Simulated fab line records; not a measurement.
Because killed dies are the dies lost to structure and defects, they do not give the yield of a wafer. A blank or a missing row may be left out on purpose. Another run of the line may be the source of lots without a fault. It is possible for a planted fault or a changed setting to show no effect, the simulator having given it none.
Which tool did it? ; flow rit_cmos ; 21 wafers from 7 lots sampled at 2 of the route's 202 steps

WHAT EACH GAUGE READ, for each wafer
RIT_CONTACT_THK_MEAS_01.
lot;measured;on;CONTACT_TEOS_THK (nm)
L397;day 3 21:42;film_metro-01;398 401 403
L399;day 4 05:36;film_metro-03;398 408 400
L402;day 4 23:01;film_metro-01;392 403 404
L404;day 5 09:40;film_metro-04;393 400 402
L406;day 5 19:21;film_metro-01;396 402 402
L414;day 7 11:46;film_metro-04;393 392 397
L417;day 8 04:01;film_metro-01;366 371 381

TOOL THAT RAN EACH LOT (tool first, then ch and the chambers of the sampled wafers, then the start)
lot;RIT_CONTACT_CVD_00
L397;pecvd-02 ch 1,2, day 3 21:39
L399;pecvd-04 ch 0,1,2, day 4 05:33
L402;pecvd-04 ch 1,2, day 4 22:57
L404;pecvd-01 ch 0,1,2, day 5 09:37
L406;pecvd-02 ch 0,1,2, day 5 19:18
L414;pecvd-02 ch 0,1, day 7 11:43
L417;pecvd-04 ch 0,1,2, day 8 03:56
- RIT_CONTACT_CVD_00: deposits SiO2 from TEOS, target thk 400 nm, time 61 s.

THE ANSWER, worked out from the rows above alone
Rule: the lots themselves supply what counts as usual. Put in order of their means at a reading, lots are off if they are a third of the lots or fewer, leave a main group of 4 or more, and stand apart from it by a gap of 3 or more times the standard deviation of the main group's means; of several such gaps the widest counts. The tables above print the reading to a certain number of digits; a main group whose means all agree to those digits is not used. A lot without any number at a reading at which 4 lots or more have one is off too. All remaining lots with rows at the step are treated as sound.
Off: at RIT_CONTACT_THK_MEAS_01 (CONTACT_TEOS_THK), L417. Mean 399 nm and standard deviation 2.5 in the main group.
If a tool, at a process step before that reading, ran all the lots that are off and no sound lot after the first of them, it fits. The gauges at RIT_CONTACT_THK_MEAS_01 are tried like those tools. Undecided on this evidence; 2 tools fit (pecvd-04 at RIT_CONTACT_CVD_00, film_metro-01 at RIT_CONTACT_THK_MEAS_01).

WHAT THE SIMULATOR HAD INSERTED
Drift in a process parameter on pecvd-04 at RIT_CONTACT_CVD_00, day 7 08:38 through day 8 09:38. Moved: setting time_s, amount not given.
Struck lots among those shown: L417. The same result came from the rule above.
